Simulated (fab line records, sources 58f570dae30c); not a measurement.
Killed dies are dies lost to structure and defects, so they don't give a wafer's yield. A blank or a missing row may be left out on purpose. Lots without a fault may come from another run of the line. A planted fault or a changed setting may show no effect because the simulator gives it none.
Split-lot experiment | flow berkeley_cmos170 | 5 lots, 23 wafers read, on a route of 331 steps

THE SPLIT
At UCB170_NWELL_IMPLANT_14, the setting dose_cm2 was moved away from the recipe's 1e+13 on 6 of the 23 wafers read, by -2.4% to +6.2%. The other wafers ran this setting at the recipe's value.

FROM THE SPLIT TO THE READING: what the file shows between them, 1 step
- UCB170_NWELL_STRIP_15: strips in O2

THE READING
NWELL_TW, at UCB170_NWELL_TW_MEAS_16. Fault-free wafers of this fab line usually give 1243, standard deviation 9.9.

wafer  | tool, chamber at the split | dose_cm2 as run | against the recipe | NWELL_TW | against lot-mates on the recipe
L076.1 | implanter-01, 0            | 1e+13           | recipe             | 1229     | -
L076.2 | implanter-01, 0            | 1.062e+13       | +6.2%              | 1255     | +24
L076.3 | implanter-01, 0            | 1e+13           | recipe             | 1235     | -
L076.4 | implanter-01, 0            | 1.062e+13       | +6.2%              | 1261     | +30
L076.5 | implanter-01, 0            | 1e+13           | recipe             | 1229     | -
L075.1 | implanter-04, 0            | 1e+13           | recipe             | 1245     | -
L075.2 | implanter-04, 0            | 1e+13           | recipe             | 1248     | -
L075.4 | implanter-04, 0            | 1e+13           | recipe             | 1254     | -
L075.5 | implanter-04, 0            | 1e+13           | recipe             | 1255     | -
L075.6 | implanter-04, 0            | 1e+13           | recipe             | 1256     | -
L079.1 | implanter-01, 0            | 1e+13           | recipe             | 1233     | -
L079.3 | implanter-01, 0            | 1e+13           | recipe             | 1232     | -
L079.4 | implanter-01, 0            | 1.058e+13       | +5.8%              | 1251     | +19
L079.5 | implanter-01, 0            | 1e+13           | recipe             | 1232     | -
L079.6 | implanter-01, 0            | 1.058e+13       | +5.8%              | 1251     | +19
L080.1 | implanter-02, 0            | 9.756e+12       | -2.4%              | 1242     | -19
L080.3 | implanter-02, 0            | 1e+13           | recipe             | 1261     | -
L080.4 | implanter-02, 0            | 9.756e+12       | -2.4%              | 1248     | -13
L080.5 | implanter-02, 0            | 1e+13           | recipe             | 1258     | -
L080.6 | implanter-02, 0            | 1e+13           | recipe             | 1263     | -
L084.1 | implanter-04, 0            | 1e+13           | recipe             | 1253     | -
L084.2 | implanter-04, 0            | 1e+13           | recipe             | 1251     | -
L084.3 | implanter-04, 0            | 1e+13           | recipe             | 1250     | -

THE FIT
A straight line over all 23 wafers: NWELL_TW changes by +1.31 for each +1% of dose_cm2; r = +0.30; the points scatter about the line by 11.
The same after taking each lot's own level away (the mean of its wafers on the recipe; 23 wafers): +4.12 for each +1%; r = +0.95; scatter 3.6.
On that fit, the largest move of dose_cm2 shifts the reading by 26.
The lots' own levels span 1231.0 to 1260.7, that is 3.0 times the standard deviation above.
So the lot-to-lot level blurs the effect unless lot-mates are compared.
Check: with one of the wafers moved furthest among these (+6.2%) left out of the fit, the line predicts +25 for it against its lot-mates. It came out at +24 against them.

OTHER SPLITS ON THESE WAFERS
These wafers also went through other splits before the reading. Each is held against what the fit with the lots' levels taken away leaves over:
other split on the same wafers     | wafers away from the commonest value | r with NWELL_TW (lot level and that fit taken away)
UCB170_NWELL_CVD_04 pressure_mtorr | 18                                   | +0.01

THE FILE'S OWN FIT
NWELL_TW changes by +4.01 for each +1% of dose_cm2, r = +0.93.
